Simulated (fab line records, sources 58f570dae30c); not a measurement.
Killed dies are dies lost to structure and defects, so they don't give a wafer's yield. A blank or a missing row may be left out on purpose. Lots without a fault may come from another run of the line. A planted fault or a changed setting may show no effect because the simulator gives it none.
Problem report in the 8D (eight disciplines) form, filled by code | flow berkeley_cmos170 | the parts of the form that need people (team, actions taken, sign-off) are left out

1. THE PROBLEM
heater_power_total_W at UCB170_M2_SOFTBAKE_11 reads a mean of 56.32 W on 8 wafers of 3 lots; wafers without a fault read 56.80 W with a standard deviation of 0.042. That is -11 standard deviations from the usual mean.
The step: time 60 s.
First seen on wafer L802.4, day 10 05:00, on litho_track-04. The record holds 44 wafers of 15 lots with a number at this step. Rule for "out", or "out of limits": more than 4 standard deviations from the usual mean. The other wafers with a number count as sound.

2. WHAT IT IS AND WHAT IT IS NOT
question                    | is                                 | is not
which readings at this step | heater_power_total_W, plate_temp_C | chill_plate_temp_C
which lots                  | L802, L805, L806                   | L791, L793, L794, L795, L796, L800, L801, L803, L808, L811, L812, L814
which wafers of those lots  | all that have a number             | -
read on which tools         | litho_track-04                     | litho_track-01, litho_track-02
when                        | from day 10 05:00                  | up to then (24 sound wafers); but 12 sound wafers of L808, L811, L812, L814 came after

3. SUSPECTS, AND WHAT RULES EACH OUT
Counting: a tool at a process step up to the reading stays a suspect if it ran every lot that is out and no sound lot after the first of them.
- litho_track-04 at UCB170_M2_SOFTBAKE_11 (time 60 s): kept. It ran every lot that is out, first L802 (day 10 05:00), and no sound lot after that; its last sound lot up to then is L803 (day 10 04:00). Its own readings are out on those wafers: heater_power_total_W, plate_temp_C.
Left after counting: litho_track-04 at UCB170_M2_SOFTBAKE_11.

4. THE CAUSE (what the simulator had put in)
Process parameter drift: litho_track-04, from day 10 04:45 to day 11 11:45, at UCB170_M2_SOFTBAKE_11. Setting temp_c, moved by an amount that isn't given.
Counting left only this tool.

5. THE CHAIN OF EFFECTS, in route order
Each row: a reading whose mean over the struck wafers that have a number lies more than 3 standard deviations from the usual. Only readings for which the record gives a usual standard deviation are gone through. hours: the time from each lot's start at the first step in this table that gives one to its start at this step, as a median over the lots. sigmas: the change in usual standard deviations.
hours | step                  | reading              | usual    | on struck wafers | change | sigmas
0     | UCB170_M2_SOFTBAKE_11 | heater_power_total_W | 56.80 W  | 56.32            | -0.48  | -11
0     | UCB170_M2_SOFTBAKE_11 | plate_temp_C         | 130.00 C | 129.20           | -0.80  | -5.7
The process steps in it:
- UCB170_M2_SOFTBAKE_11: time 60 s.

6. WHAT WOULD HAVE CAUGHT IT SOONER
In this record the first reading out of limits was taken at day 10 05:00, 0 hours after the fault began at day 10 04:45.
